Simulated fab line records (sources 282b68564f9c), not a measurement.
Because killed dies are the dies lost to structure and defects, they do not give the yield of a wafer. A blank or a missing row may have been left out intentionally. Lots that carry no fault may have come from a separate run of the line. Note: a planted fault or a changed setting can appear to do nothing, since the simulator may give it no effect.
One fault through the eyes of 2 desks	flow ritCmos	numbers are kept per desk, each desk with only its own; the story behind them comes last

## THE TOOL OWNER'S DESK: rtpAnneal-01
Per lot that ran on this tool, the mean of the sampled wafers carrying a number, from the tool's own readings at RIT_SDANNEAL_RTA_03 (time 5 s). If a lot's mean is further than 4 standard deviations from the usual mean, the lot is out of limits and carries the mark OUT (the distance appears in the brackets).
Columns: A = wafer_temp_C_max at RIT_SDANNEAL_RTA_03, usual 1053.5
lot	first seen here	A
L810	day 3 13:48	1053.6
L814	day 4 15:13	1053.4
L816	day 4 18:38	1053.5
L819	day 5 10:50	1032.8 (-16) OUT
L820	day 5 15:07	1034.4 (-15) OUT
L822	day 6 00:27	1033.6 (-15) OUT
L832	day 8 06:12	1053.2
This desk's verdict: out of limits on L819, L820, L822, starting with L819 at day 5 10:50 (wafer_temp_C_max at RIT_SDANNEAL_RTA_03). L810, L814, L816, L832 stayed within limits.

## AT THE METROLOGY DESK
Means of the sampled wafers that have a number, per lot and without regard to the tool the lot ran on: this is what the gauges read. If a lot's mean is further than 4 standard deviations from the usual mean, the lot is out of limits and carries the mark OUT (the distance appears in the brackets).
Columns: A = cdNm at RIT_GATE_CD_MEAS_90, usual 151.1 nm; B = PSD_RS at RIT_SDANNEAL_RS_MEAS_04, usual 115.89 ohm/sq; C = NSD_RS at RIT_SDANNEAL_RS_MEAS_05, usual 84.5 ohm/sq; D = PLDD_RS at RIT_SDANNEAL_RS_MEAS_06, usual 178.6 ohm/sq; E = cdNm at RIT_CONTACT_CD_MEAS_08, usual 999.5 nm
lot	first seen here	A	B	C	D	E
L809	day 2 16:57	149.1	115.85	84.0	178.9	999.8
L810	day 3 01:11	144.7	115.95	84.2	178.4	996.9
L811	day 3 04:23	149.9	115.92	84.3	179.0	997.6
L813	day 3 15:42	151.6	115.49	84.5	178.2	997.9
L814	day 3 22:07	152.3	115.96	84.1	179.0	999.2
L815	day 4 02:37	147.4	116.09	84.6	178.5	997.9
L816	day 4 06:05	153.6	115.79	84.9	178.3	998.4
L817	day 4 14:40	154.4	115.94	84.4	178.9	1001.1
L819	day 4 21:35	149.7	130.31 (+51) OUT	85.1	194.3 (+34) OUT	998.3
L818	day 5 00:12	152.8	115.95	84.6	179.2	1002.0
L820	day 5 02:32	153.4	130.03 (+50) OUT	85.7	194.1 (+34) OUT	1002.8
L822	day 5 12:14	151.2	130.15 (+51) OUT	85.4	194.1 (+34) OUT	998.8
L829	day 6 20:52	153.4	116.05	84.9	179.1	1001.3
L831	day 7 13:43	152.5	115.64	84.7	178.2	999.4
L832	day 7 16:17	151.8	115.58	84.5	178.0	999.7
Per this desk, out of limits: L819, L820, L822; the first was L819, day 5 10:53 (PSD_RS at RIT_SDANNEAL_RS_MEAS_04). L809, L810, L811, L813, L814, L815, L816, L817, L818, L829, L831, L832 stayed within limits.

## TAKEN TOGETHER
The tool owner's desk could have raised an alarm at day 5 10:50, on L819, L820, L822.
At day 5 10:53 the metrology desk could have sounded an alarm, on L819, L820, L822.
The lots listed all ran RIT_SDANNEAL_RTA_03 on rtpAnneal-01.

## WHAT THE SIMULATOR PUT IN
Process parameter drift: rtpAnneal-01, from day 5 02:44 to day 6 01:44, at RIT_SDANNEAL_RTA_03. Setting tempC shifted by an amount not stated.
Struck lots among those shown: L819, L820, L822.
Time in hours from fault onset to the first out-of-limits reading at each desk: tool owner's desk 8, metrology desk 8.
